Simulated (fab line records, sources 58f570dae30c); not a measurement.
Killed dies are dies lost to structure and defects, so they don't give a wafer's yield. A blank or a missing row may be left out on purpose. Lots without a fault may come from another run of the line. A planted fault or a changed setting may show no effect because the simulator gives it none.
Split-lot experiment | flow berkeley_cmos170 | 5 lots, 23 wafers read, on a route of 331 steps

THE SPLIT
At UCB170_M3_EXPOSE_12 (exposes mask METAL3, target cd 700 nm), the setting dose_mj was moved away from the recipe's 26 on 7 of the 23 wafers read, by -4.8% to +6.2%. The other wafers ran this setting at the recipe's value.

FROM THE SPLIT TO THE READING: what the file shows between them, 2 steps
- UCB170_M3_PEB_13
- UCB170_M3_DEVELOP_14: develop time 45 s

THE READING
cd_nm, in nm, at UCB170_M3_CD_MEAS_15 (target cd 700 nm). Fault-free wafers of this fab line usually give 700.4 nm, standard deviation 1.1 nm.

wafer  | tool, chamber at the split | dose_mj as run | against the recipe | cd_nm, nm | against lot-mates on the recipe
L074.1 | krf_scanner-01, 0          | 27.62          | +6.2%              | 689.6     | -11.3
L074.2 | krf_scanner-01, 0          | 26             | recipe             | 701.0     | -
L074.3 | krf_scanner-01, 0          | 27.62          | +6.2%              | 691.0     | -9.9
L074.4 | krf_scanner-01, 0          | 26             | recipe             | 700.7     | -
L074.6 | krf_scanner-01, 0          | 26             | recipe             | 700.9     | -
L075.1 | krf_scanner-02, 0          | 24.74          | -4.8%              | 710.6     | +10.0
L075.2 | krf_scanner-02, 0          | 24.74          | -4.8%              | 711.1     | +10.5
L075.3 | krf_scanner-02, 0          | 26             | recipe             | 700.8     | -
L075.4 | krf_scanner-02, 0          | 26             | recipe             | 700.3     | -
L075.5 | krf_scanner-02, 0          | 26             | recipe             | 700.7     | -
L077.1 | krf_scanner-02, 0          | 26.6           | +2.3%              | 694.8     | -4.9
L077.2 | krf_scanner-02, 0          | 26             | recipe             | 699.0     | -
L077.4 | krf_scanner-02, 0          | 26.6           | +2.3%              | 696.1     | -3.5
L077.5 | krf_scanner-02, 0          | 26             | recipe             | 700.3     | -
L077.6 | krf_scanner-02, 0          | 26.6           | +2.3%              | 694.9     | -4.8
L082.1 | krf_scanner-01, 0          | 26             | recipe             | 701.7     | -
L082.2 | krf_scanner-01, 0          | 26             | recipe             | 701.8     | -
L082.4 | krf_scanner-01, 0          | 26             | recipe             | 702.7     | -
L082.5 | krf_scanner-01, 0          | 26             | recipe             | 702.8     | -
L082.6 | krf_scanner-01, 0          | 26             | recipe             | 703.0     | -
L083.1 | krf_scanner-01, 0          | 26             | recipe             | 700.3     | -
L083.2 | krf_scanner-01, 0          | 26             | recipe             | 698.8     | -
L083.5 | krf_scanner-01, 0          | 26             | recipe             | 700.3     | -

THE FIT
A straight line over all 23 wafers: cd_nm changes by -1.91 nm for each +1% of dose_mj; r = -0.97; the points scatter about the line by 1.3 nm.
The same after taking each lot's own level away (the mean of its wafers on the recipe; 23 wafers): -1.87 nm for each +1%; r = -0.99; scatter 0.71 nm.
On that fit, the largest move of dose_mj shifts the reading by 12 nm.
The lots' own levels span 699.65 to 702.40 nm, that is 2.5 times the standard deviation above.
So the lot-to-lot level changes the slope little: the two slopes agree.
Check: with one of the wafers moved furthest among these (+6.2%) left out of the fit, the line predicts -11.6 nm for it against its lot-mates. It came out at -11.3 nm against them.

OTHER SPLITS ON THESE WAFERS
These wafers also went through other splits before the reading. Each is held against what the fit with the lots' levels taken away leaves over:
other split on the same wafers | wafers away from the commonest value | r with cd_nm (lot level and that fit taken away)
UCB170_V1_EXPOSE_09 dose_mj    | 7                                    | -0.16
UCB170_V1_PEB_10 peb_temp_c    | 3                                    | +0.05

THE WHOLE CHAIN: every reading that the file lists as answering this split, in the file's order
step                 | what it does         | reading                                                   | change (the file's fit)              | r (the file's)
UCB170_M3_CD_MEAS_15 | target cd 700 nm     | cd_nm                                                     | -1.85 nm for each +1% of the setting | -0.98
UCB170_M3_ETCH_17    | etches BARC in N2/H2 | M3.cd_nm (the simulator's own value, which no gauge read) | -1.82 nm for each +1% of the setting | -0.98

THE FILE'S OWN FIT
cd_nm changes by -1.85 nm for each +1% of dose_mj, r = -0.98.
